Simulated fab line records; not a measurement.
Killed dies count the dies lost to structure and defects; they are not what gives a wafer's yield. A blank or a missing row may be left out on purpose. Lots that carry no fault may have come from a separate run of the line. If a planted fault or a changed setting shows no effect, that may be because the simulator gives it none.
Which of the tools did it? | flow berkeley cmos170 | 15 lots with 45 wafers sampled at 4 steps, on a route of 331 steps

## WHAT THE GAUGES SHOWED, per wafer
UCB170_NVT_OVL_MEAS_06. Usual: NVT_OVL gives -2 nm (standard deviation 5.4).
lot  | measured     | on         | NVT_OVL (nm) | flag
L873 | day 6 20:42  | overlay-02 | 4 0 3        |
L876 | day 7 10:26  | overlay-01 | -8 -1 3      |
L875 | day 7 10:12  | overlay-02 | -11 -7 -12   |
L887 | day 9 22:47  | overlay-02 | -4 -3 -2     |
L888 | day 10 10:10 | overlay-01 | 6 -2 3       |
L889 | day 10 10:04 | overlay-02 | 4 -4 -2      |
L890 | day 10 09:53 | overlay-02 | -9 -10 -6    |
L891 | day 10 19:30 | overlay-02 | -3 -2 -11    |
L892 | day 11 03:25 | overlay-02 | -1 -5 1      |
L893 | day 11 03:47 | overlay-02 | -1 -5 -10    |
L894 | day 11 15:44 | overlay-01 | 0 -2 -7      |
L896 | day 11 20:29 | overlay-01 | -7 -1 -5     |

UCB170_PVT_TW_MEAS_09. Usual: PVT_TW gives 513 (standard deviation 4.9).
lot  | measured     | on            | PVT_TW      | flag
L873 | day 6 22:29  | film metro-01 | 516 517 519 |
L876 | day 7 14:47  | film metro-02 | 519 515 518 |
L875 | day 7 14:04  | film metro-04 | 507 508 508 |
L887 | day 10 00:45 | film metro-02 | 519 518 516 |
L888 | day 10 12:09 | film metro-02 | 518 519 517 |
L889 | day 10 11:53 | film metro-02 | 517 514 517 |
L890 | day 10 11:52 | film metro-04 | 506 508 504 |
L891 | day 10 22:22 | film metro-01 | 514 517 514 |
L892 | day 11 05:22 | film metro-01 | 518 515 514 |
L893 | day 11 05:55 | film metro-04 | 505 505 505 |
L894 | day 11 21:02 | film metro-01 | 517 518 518 |
L896 | day 12 01:20 | film metro-02 | 518 516 519 |

UCB170_NSD_CD_MEAS_06 targets a cd of 1200 nm. Usual: 1200.0 nm for cd nm, sd 1.1.
lot  | measured     | on        | cd nm (nm)           | flag
L873 | day 8 05:54  | cd sem-02 | 1199.7 1199.8 1201.6 |
L876 | day 8 15:03  | cd sem-01 | 1202.9 1202.6 1203.4 |
L875 | day 8 15:20  | cd sem-02 | 1200.5 1200.2 1199.6 |
L887 | day 11 10:06 | cd sem-02 | 1199.5 1199.3 1200.1 |
L888 | day 11 20:19 | cd sem-01 | 1200.9 1200.4 1201.4 |
L889 | day 11 20:31 | cd sem-01 | 1199.2 1197.4 1198.2 |
L890 | day 11 20:11 | cd sem-01 | 1199.1 1198.7 1199.4 |
L891 | day 12 01:12 | cd sem-02 | 1198.6 1199.8 1200.0 |
L892 | day 12 11:24 | cd sem-02 | 1200.7 1200.9 1199.5 |
L893 | day 12 11:35 | cd sem-02 | 1199.9 1199.1 1199.7 |
L894 | day 13 04:19 | cd sem-02 | 1199.0 1199.8 1199.9 |
L896 | day 13 08:58 | cd sem-01 | 1200.4 1199.8 1199.7 |

## WHAT TOOL EACH LOT RAN ON (gives the tool, then ch and the chambers of the sampled wafers, and finally the start)
lot  | UCB170_PWELL_EXPOSE_10
L873 | krf scanner-01 ch 0, day 3 10:06
L876 | krf scanner-02 ch 0, day 4 00:17
L875 | krf scanner-01 ch 0, day 4 00:32
L880 | krf scanner-01, day 4 23:29
L881 | krf scanner-02, day 4 23:41
L882 | krf scanner-02, day 5 06:53
L887 | krf scanner-01 ch 0, day 6 16:35
L888 | krf scanner-01 ch 0, day 7 00:28
L889 | krf scanner-02 ch 0, day 7 00:41
L890 | krf scanner-01 ch 0, day 7 00:56
L891 | krf scanner-02 ch 0, day 7 09:06
L892 | krf scanner-01 ch 0, day 7 23:26
L893 | krf scanner-02 ch 0, day 7 23:40
L894 | krf scanner-01 ch 0, day 8 06:43
L896 | krf scanner-02 ch 0, day 8 13:33
- UCB170_PWELL_EXPOSE_10: exposes mask PWELL, target cd 3000 nm.

## WHAT THE TOOLS THEMSELVES READ (means of the sampled wafers that have a number; where no wafer has one, the mark that the record gives instead)
UCB170_PWELL_EXPOSE_10. Usual: exposure dose mJ cm2 18.999, standard deviation 0.019; focus offset nm 0.0 nm, standard deviation 0.51.
lot  | tool           | exposure dose mJ cm2 | focus offset nm (nm) | flag
L873 | krf scanner-01 | 18.997               | 0.1                  |
L876 | krf scanner-02 | 19.018               | -0.1                 |
L875 | krf scanner-01 | 18.978               | 0.5                  |
L880 | krf scanner-01 | -                    | -                    | OFF
L881 | krf scanner-02 | -                    | -                    | OFF
L882 | krf scanner-02 | -                    | -                    | OFF
L887 | krf scanner-01 | 19.015               | -0.0                 |
L888 | krf scanner-01 | 19.004               | -0.2                 |
L889 | krf scanner-02 | 19.001               | -0.1                 |
L890 | krf scanner-01 | 18.982               | -0.1                 |
L891 | krf scanner-02 | 19.022               | 0.2                  |
L892 | krf scanner-01 | 18.983               | 0.5                  |
L893 | krf scanner-02 | 18.984               | 0.1                  |
L894 | krf scanner-01 | 19.005               | -0.8                 |
L896 | krf scanner-02 | 19.013               | -0.1                 |

## THE ANSWER, worked out from the rows above alone
Rule: lot off if the mean of its wafers having a number is beyond 3 standard deviations from the usual mean. Also off: a lot with no number at a reading for which 4 or more lots have one. Where the step has rows for the other lots, those lots are counted as sound. The gauges are gone through in route order, then the tools' own readings, and for those a lot's mean is taken as printed above. The first step at which some lot is off is used, and at that step the reading that is off furthest; a lot without a number counts as furthest.
Off at UCB170_PWELL_EXPOSE_10 (exposure dose mJ cm2): L880, L881, L882. Without a number there: L880, L881, L882.
If a tool, at that step or one of the process steps before it, ran each lot that is off and ran no sound lot following the first of them, it fits. None of those tried fits.

## WHAT THE SIMULATOR HAD PUT IN
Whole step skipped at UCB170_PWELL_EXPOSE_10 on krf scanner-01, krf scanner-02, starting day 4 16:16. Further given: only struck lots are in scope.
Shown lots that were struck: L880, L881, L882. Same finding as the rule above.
